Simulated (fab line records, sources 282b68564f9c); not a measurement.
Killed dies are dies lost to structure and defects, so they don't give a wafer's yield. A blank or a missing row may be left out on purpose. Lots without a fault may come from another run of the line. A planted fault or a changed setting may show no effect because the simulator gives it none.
Split-lot experiment | flow rit_cmos | 5 lots, 23 wafers read, on a route of 202 steps

THE SPLIT
At RIT_NLDD_SOFTBAKE_02 (time 60 s), the setting temp_c was moved away from the recipe's 90 C on 6 of the 23 wafers read, by -3.2% to +3.2%. The other wafers ran this setting at the recipe's value.

FROM THE SPLIT TO THE READING: what the file shows between them, 2 steps
- RIT_NLDD_EXPOSE_03: exposes mask M7, target cd 40700 nm
- RIT_NLDD_PEB_04

THE READING
NOVOLAK_of_NLDD_COAT_01.thk_nm (the simulator's own value, which no gauge read), in nm, at RIT_NLDD_DEVELOP_05 (develop time 50 s). The file gives no usual value for it. The 17 wafers here that ran the recipe average 996.5 nm, standard deviation 2 nm.

wafer  | tool, chamber at the split | temp_c as run, C | against the recipe | NOVOLAK_of_NLDD_COAT_01.thk_nm, nm | against lot-mates on the recipe
L074.1 | litho_track-01, 0          | 90               | recipe             | 995                                | -
L074.2 | litho_track-01, 0          | 90               | recipe             | 993                                | -
L074.4 | litho_track-01, 0          | 90               | recipe             | 995.3                              | -
L074.5 | litho_track-01, 0          | 90               | recipe             | 996.3                              | -
L074.6 | litho_track-01, 0          | 90               | recipe             | 995.9                              | -
L077.2 | litho_track-02, 0          | 90               | recipe             | 998.5                              | -
L077.4 | litho_track-02, 0          | 90               | recipe             | 1002                               | -
L077.5 | litho_track-02, 0          | 90               | recipe             | 998.4                              | -
L079.1 | litho_track-01, 0          | 90               | recipe             | 996.4                              | -
L079.3 | litho_track-01, 0          | 90               | recipe             | 996.1                              | -
L079.4 | litho_track-01, 0          | 92.86            | +3.2%              | 989.1                              | -6.7
L079.5 | litho_track-01, 0          | 92.86            | +3.2%              | 987.7                              | -8.1
L079.6 | litho_track-01, 0          | 90               | recipe             | 994.9                              | -
L080.1 | litho_track-02, 0          | 87.1             | -3.2%              | 1003                               | +7.2
L080.2 | litho_track-02, 0          | 90               | recipe             | 995.7                              | -
L080.3 | litho_track-02, 0          | 90               | recipe             | 994.2                              | -
L080.4 | litho_track-02, 0          | 87.1             | -3.2%              | 1004                               | +8.2
L080.5 | litho_track-02, 0          | 90               | recipe             | 997.5                              | -
L081.1 | litho_track-03, 0          | 87.79            | -2.5%              | 999.1                              | +2.0
L081.2 | litho_track-03, 0          | 90               | recipe             | 995.6                              | -
L081.3 | litho_track-03, 0          | 90               | recipe             | 997.4                              | -
L081.4 | litho_track-03, 0          | 90               | recipe             | 998.2                              | -
L081.6 | litho_track-03, 0          | 87.79            | -2.5%              | 1000                               | +2.9

THE FIT
A straight line over all 23 wafers: NOVOLAK_of_NLDD_COAT_01.thk_nm changes by -2.13 nm for each +1% of temp_c; r = -0.86; the points scatter about the line by 2 nm.
The same after taking each lot's own level away (the mean of its wafers on the recipe; 23 wafers): -2.07 nm for each +1%; r = -0.92; scatter 1.4 nm.
On that fit, the largest move of temp_c shifts the reading by 6.7 nm.
The lots' own levels span 995.10 to 999.63 nm, that is 2.3 times the standard deviation above.
So the lot-to-lot level changes the slope little: the two slopes agree.
Check: with one of the wafers moved furthest among these (-3.2%) left out of the fit, the line predicts +6.27 nm for it against its lot-mates. It came out at +7.2 nm against them.

OTHER SPLITS ON THESE WAFERS
These wafers also went through other splits before the reading. Each is held against what the fit with the lots' levels taken away leaves over:
other split on the same wafers   | wafers away from the commonest value | r with NOVOLAK_of_NLDD_COAT_01.thk_nm (lot level and that fit taken away)
RIT_FOX1_OXIDATION_00 temp_c     | 10                                   | +0.05
RIT_NWELL_COAT_01 resist_thk_nm  | 10                                   | +0.20
RIT_NWELL_SOFTBAKE_02 time_s     | 10                                   | -0.09
RIT_NRETRO_COAT_01 resist_thk_nm | 5                                    | -0.08
RIT_PRETRO_COAT_01 resist_thk_nm | 8                                    | +0.07
RIT_GATE_OXIDATION_05 ox_time_s  | 15                                   | -0.32
RIT_GATE_COAT_11 resist_thk_nm   | 5                                    | +0.15

THE FILE'S OWN FIT
NOVOLAK_of_NLDD_COAT_01.thk_nm changes by -2.05 nm for each +1% of temp_c, r = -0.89.
